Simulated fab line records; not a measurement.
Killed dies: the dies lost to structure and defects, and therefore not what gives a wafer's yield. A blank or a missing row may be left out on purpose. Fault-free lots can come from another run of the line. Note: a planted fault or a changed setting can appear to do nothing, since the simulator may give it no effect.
Lot-split experiment | flow rit_cmos | 23 wafers read across 5 lots, on a route 202 steps long

== ON THE SPLIT ==
At RIT_NRETRO_IMPLANT_08, the setting dose_cm2 was moved away from the recipe's 1e+13 on 5 of the 23 wafers read, by +5.7% to +5.8%. For the rest of the wafers, this setting stayed at what the recipe calls for.

== FROM THE SPLIT ON TO THE READING: in between, the file shows 1 step ==
- RIT_NRETRO_STRIP_09: strips in O2, time 180 s

== THE READING ==
NRETRO_TW, at RIT_NRETRO_TW_MEAS_10. A value of 1046 with a standard deviation of 7.4 is what fault-free wafers of this fab line usually give.

wafer  | tool, chamber at the split | dose_cm2 as run | against the recipe | NRETRO_TW | against lot-mates on the recipe
L077.1 | implanter-02, 0            | 1e+13           | recipe             | 1046      | -
L077.2 | implanter-02, 0            | 1e+13           | recipe             | 1046      | -
L077.3 | implanter-02, 0            | 1e+13           | recipe             | 1048      | -
L077.5 | implanter-02, 0            | 1e+13           | recipe             | 1052      | -
L077.6 | implanter-02, 0            | 1e+13           | recipe             | 1049      | -
L078.1 | implanter-02, 0            | 1.057e+13       | +5.7%              | 1051      | +12
L078.2 | implanter-02, 0            | 1.057e+13       | +5.7%              | 1052      | +12
L078.3 | implanter-02, 0            | 1e+13           | recipe             | 1038      | -
L078.4 | implanter-02, 0            | 1e+13           | recipe             | 1041      | -
L078.5 | implanter-02, 0            | 1.057e+13       | +5.7%              | 1054      | +14
L079.1 | implanter-01, 0            | 1e+13           | recipe             | 1035      | -
L079.2 | implanter-01, 0            | 1e+13           | recipe             | 1040      | -
L079.3 | implanter-01, 0            | 1e+13           | recipe             | 1034      | -
L079.4 | implanter-01, 0            | 1e+13           | recipe             | 1040      | -
L079.5 | implanter-01, 0            | 1e+13           | recipe             | 1044      | -
L082.2 | implanter-02, 0            | 1e+13           | recipe             | 1052      | -
L082.3 | implanter-02, 0            | 1.058e+13       | +5.8%              | 1072      | +19
L082.4 | implanter-02, 0            | 1.058e+13       | +5.8%              | 1075      | +22
L082.5 | implanter-02, 0            | 1e+13           | recipe             | 1054      | -
L082.6 | implanter-02, 0            | 1e+13           | recipe             | 1054      | -
L084.1 | implanter-02, 0            | 1e+13           | recipe             | 1056      | -
L084.3 | implanter-02, 0            | 1e+13           | recipe             | 1052      | -
L084.5 | implanter-02, 0            | 1e+13           | recipe             | 1057      | -

THE FIT
A straight line over all 23 wafers: NRETRO_TW changes by +2.5 for each +1% of dose_cm2; r = +0.60; the points scatter about the line by 8.2.
The same after taking each lot's own level away (the mean of its wafers on the recipe; 23 wafers): +2.75 for each +1%; r = +0.92; scatter 2.9.
According to that fit, moving dose_cm2 by its largest amount changes the reading by 16.
The lots' own levels span 1038.6 to 1055.0, that is 2.2 times the standard deviation above.
So the lot-to-lot level blurs the effect unless lot-mates are compared.
Check: for one of the wafers moved furthest among these (+5.8%), held out of the fit, the line's prediction against its lot-mates is +15.3. It came out at +18.7 against them.

== ADDITIONAL SPLITS CARRIED BY THESE WAFERS ==
Other splits were also applied to these wafers ahead of the reading. Each is held against what the fit with the lots' levels taken away leaves over:
other split on the same wafers  | wafers away from the commonest value | r with NRETRO_TW (lot level and that fit taken away)
RIT_FOX2_OXIDATION_00 temp_c    | 10                                   | +0.00
RIT_NWELL_IMPLANT_08 dose_cm2   | 8                                    | +0.28
RIT_PWELL_IMPLANT_08 energy_kev | 10                                   | +0.10

== FILE'S OWN FIT ==
NRETRO_TW changes by +2.88 for each +1% of dose_cm2, r = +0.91.
